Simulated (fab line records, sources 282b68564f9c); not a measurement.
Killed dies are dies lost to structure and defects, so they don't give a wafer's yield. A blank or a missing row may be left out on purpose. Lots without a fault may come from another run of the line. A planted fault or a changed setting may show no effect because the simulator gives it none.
Problem report in the 8D (eight disciplines) form, filled by code | flow rit_cmos | the parts of the form that need people (team, actions taken, sign-off) are left out

1. THE PROBLEM
NRETRO_TW at RIT_NRETRO_TW_MEAS_10 reads a mean of 1188 on 6 wafers of 2 lots; wafers without a fault read 1051 with a standard deviation of 8.7. That is +16 standard deviations from the usual mean.
First seen on wafer L491.2, day 5 13:37, on film_metro-04. The record holds 42 wafers of 14 lots with a number at this step. Rule for "out", or "out of limits": more than 4 standard deviations from the usual mean. The other wafers with a number count as sound.

2. WHAT IT IS AND WHAT IT IS NOT
question                    | is                     | is not
which readings at this step | NRETRO_TW              | -
which lots                  | L491, L494             | L475, L476, L477, L478, L479, L480, L482, L483, L484, L485, L488, L498
which wafers of those lots  | all that have a number | -
read on which gauges        | film_metro-04          | film_metro-01, film_metro-03
when                        | from day 5 13:37       | up to then (33 sound wafers); but 3 sound wafers of L498 came after

3. SUSPECTS, AND WHAT RULES EACH OUT
Counting: a tool at a process step up to the reading stays a suspect if it ran every lot that is out and no sound lot after the first of them.
- the gauge at RIT_NRETRO_TW_MEAS_10: ruled out. All the wafers that are out were read on film_metro-04, but those of them that RIT_NRETRO_IMPLANT_08 has rows for are out there too, on other tools.
- implanter-02 at RIT_NRETRO_IMPLANT_08: kept. It ran every lot that is out, first L491 (day 5 13:19), and no sound lot after that; its last sound lot up to then is L485 (day 4 07:47). Its own readings are out on those wafers: dose_ions_cm2, faraday_current_uA.
Left after counting: implanter-02 at RIT_NRETRO_IMPLANT_08.

4. THE CAUSE (what the simulator had put in)
Process parameter drift: implanter-02, from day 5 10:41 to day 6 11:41, at RIT_NRETRO_IMPLANT_08. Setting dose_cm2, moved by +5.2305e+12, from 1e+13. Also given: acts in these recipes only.
Counting left only this tool.

5. THE CHAIN OF EFFECTS, in route order
Each row: a reading whose mean over the struck wafers that have a number lies more than 3 standard deviations from the usual. Only readings for which the record gives a usual standard deviation are gone through. hours: the time from each lot's start at the first step in this table that gives one to its start at this step, as a median over the lots. sigmas: the change in usual standard deviations.
hours | step                  | reading            | usual      | on struck wafers | change      | sigmas
0     | RIT_NRETRO_IMPLANT_08 | dose_ions_cm2      | 1.0002e+13 | 1.5224e+13       | +5.2217e+12 | +99 or more
0     | RIT_NRETRO_IMPLANT_08 | faraday_current_uA | 31.7       | 48.1             | +16.4       | +27
0     | RIT_NRETRO_TW_MEAS_10 | NRETRO_TW          | 1051       | 1188             | +137        | +16
The process steps in it:
- RIT_NRETRO_IMPLANT_08

6. WHAT WOULD HAVE CAUGHT IT SOONER
In this record the first reading out of limits at a measuring or inspecting step was taken at day 5 13:37, 3 hours after the fault began at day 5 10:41.
The tool's own readings at RIT_NRETRO_IMPLANT_08 were out on every struck wafer that the step has a row for (dose_ions_cm2, faraday_current_uA): an alarm limit on them would have fired on the first of those.
Of the lots that are out (2), L494 began RIT_NRETRO_IMPLANT_08 on implanter-02 after day 5 13:37. A hold on the tool at that time would have spared it.
